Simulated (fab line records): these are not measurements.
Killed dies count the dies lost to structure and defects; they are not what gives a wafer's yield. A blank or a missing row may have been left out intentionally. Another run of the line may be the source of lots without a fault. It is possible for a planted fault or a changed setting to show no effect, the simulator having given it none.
Chamber matching	flow berkeley-cmos170	UCB170_V2_ETCH_14 on rie-diel-01: 4 sister chambers
The step etches SiO2 in CHF3/CF4/Ar, stops on Al, target depth 1250 nm, time 291 s. 14 wafers are shown with their chamber, then 6 later ones without.

EACH WAFER AND ITS CHAMBER
wafer	chamber	throttle-valve-pct (%)	drypump-motor-current-A (A)	oes-product-au (a.u.)
L330.1	1	7.04	5.9	0.875
L330.3	0	6.93	6.0	0.881
L330.6	3	6.92	5.2	0.868
L335.3	1	7.04	5.9	0.873
L335.5	0	6.93	5.9	0.889
L335.6	1	7.03	6.0	0.880
L340.3	2	6.83	6.1	0.863
L340.6	2	6.82	6.2	0.862
L345.2	3	6.92	5.1	0.870
L345.4	1	7.03	6.0	0.876
L345.6	3	6.92	5.2	0.870
L349.2	2	6.84	6.2	0.855
L349.3	0	6.91	6.0	0.890
L349.4	1	7.04	6.0	0.871

SIGNATURES, as means of the wafers listed above
reading	chamber 0	chamber 1	chamber 2	chamber 3	scatter within a chamber
throttle-valve-pct	6.9233	7.0360	6.8300	6.9200	0.00766
drypump-motor-current-A	5.967	5.960	6.167	5.167	0.0566
oes-product-au	0.88667	0.87500	0.86000	0.86933	0.00368
Rule: for a wafer and a chamber, the distance is found by dividing, reading by reading, the gap between the wafer's reading and the chamber's mean by the reading's scatter, squaring, summing and taking the root. The wafer belongs to the nearest chamber; if the next one is less than 2 further off, it can't be placed. The scatter: the root of (the sum of the squares of (reading less its chamber's mean) over the shown wafers, divided by (wafers less chambers)).

WAFERS MISSING THEIR CHAMBER
wafer	throttle-valve-pct (%)	drypump-motor-current-A (A)	oes-product-au (a.u.)
L351.2	6.83	6.1	0.862
L351.3	7.04	6.0	0.860
L351.6	7.05	6.0	0.870
L352.1	7.02	6.0	0.878
L352.4	6.92	6.0	0.879
L352.6	6.83	6.1	0.864

WHICH CHAMBER EACH ONE RAN IN
wafer	from the rows above	in truth
L351.2	2	2
L351.3	1	1
L351.6	1	1
L352.1	1	1
L352.4	0	0
L352.6	2	2
Placed correctly: 6 of 6. From these rows, 0 cannot be placed. Placed wrongly: 0.
